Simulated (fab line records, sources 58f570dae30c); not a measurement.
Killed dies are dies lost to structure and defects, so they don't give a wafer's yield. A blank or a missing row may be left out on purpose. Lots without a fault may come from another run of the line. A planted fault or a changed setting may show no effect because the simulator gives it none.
One fault seen from 2 desks | flow berkeley_cmos170 | each desk has only its own numbers; what lay behind them comes last

THE METROLOGY DESK
What the gauges read, lot by lot, whatever tool the lot ran on: means of the sampled wafers that have a number. A lot is out of limits, marked OUT, if its mean lies more than 4 standard deviations from the usual mean; the brackets give that distance.
Columns: A = cd_nm at UCB170_NLDD_CD_MEAS_06, usual 1200.3 nm; B = NLDD_OVL at UCB170_NLDD_OVL_MEAS_07, usual 0 nm; C = NLDD_TW at UCB170_NLDD_TW_MEAS_11, usual 2248; D = SPACER_TEOS_THK at UCB170_SPACER_THK_MEAS_01, usual 377 nm
lot  | first seen here | A      | B  | C    | D
L866 | day 9 16:28     | 1201.0 | 6  | 2208 | 380
L867 | day 9 23:29     | 1199.0 | 0  | 2209 | 377
L868 | day 9 23:43     | 1200.6 | -3 | 2206 | 377
L874 | day 10 20:41    | 1200.3 | 0  | 2282 | 380
L876 | day 11 18:12    | 1202.0 | 1  | 2269 | 381
L878 | day 12 04:51    | 1199.5 | 7  | 2271 | 373
This desk's finding: nothing out of limits on any of the 6 lots.

THE TOOL OWNER'S DESK: rie_diel-01
The tool's own readings at UCB170_SPACER_ETCHBACK_03 (etches SiO2 in CHF3/CF4/Ar, stops on Si, target depth 376 nm, time 100 s): means of the sampled wafers that have a number, for each lot that ran on this tool. A lot is out of limits, marked OUT, if its mean lies more than 4 standard deviations from the usual mean; the brackets give that distance.
Columns: A = drypump_motor_current_A at UCB170_SPACER_ETCHBACK_03, usual 5.5 A; B = oes_product_au at UCB170_SPACER_ETCHBACK_03, usual 0.901 a.u.; C = rf_fwd_power_W at UCB170_SPACER_ETCHBACK_03, usual 496.0 W; D = throttle_valve_pct at UCB170_SPACER_ETCHBACK_03, usual 6.51 %
lot  | first seen here | A   | B     | C               | D
L868 | day 10 06:13    | 5.0 | 0.901 | 495.5           | 6.43
L874 | day 11 03:37    | 5.2 | 0.906 | 612.7 (+61) OUT | 6.50
L876 | day 12 01:59    | 5.2 | 0.910 | 612.6 (+61) OUT | 6.51
This desk's finding: out of limits on L874, L876; first on L874, day 11 03:37 (rf_fwd_power_W at UCB170_SPACER_ETCHBACK_03). In limits: L868.

PUT TOGETHER
The tool owner's desk could have raised an alarm at day 11 03:37, on L874, L876.
The metrology desk saw nothing out of limits.
The metrology desk has L874, L876 on record, within its limits.
Of the lots named, all ran UCB170_SPACER_ETCHBACK_03 on rie_diel-01.

WHAT THE SIMULATOR HAD PUT IN
Process parameter drift: rie_diel-01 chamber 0, from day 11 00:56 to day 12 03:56, at UCB170_SPACER_ETCHBACK_03. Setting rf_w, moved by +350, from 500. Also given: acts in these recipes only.
Lots struck among those shown: L874, L876.
Hours from the fault's start to each desk's first reading out of limits: the tool owner's desk, 3.
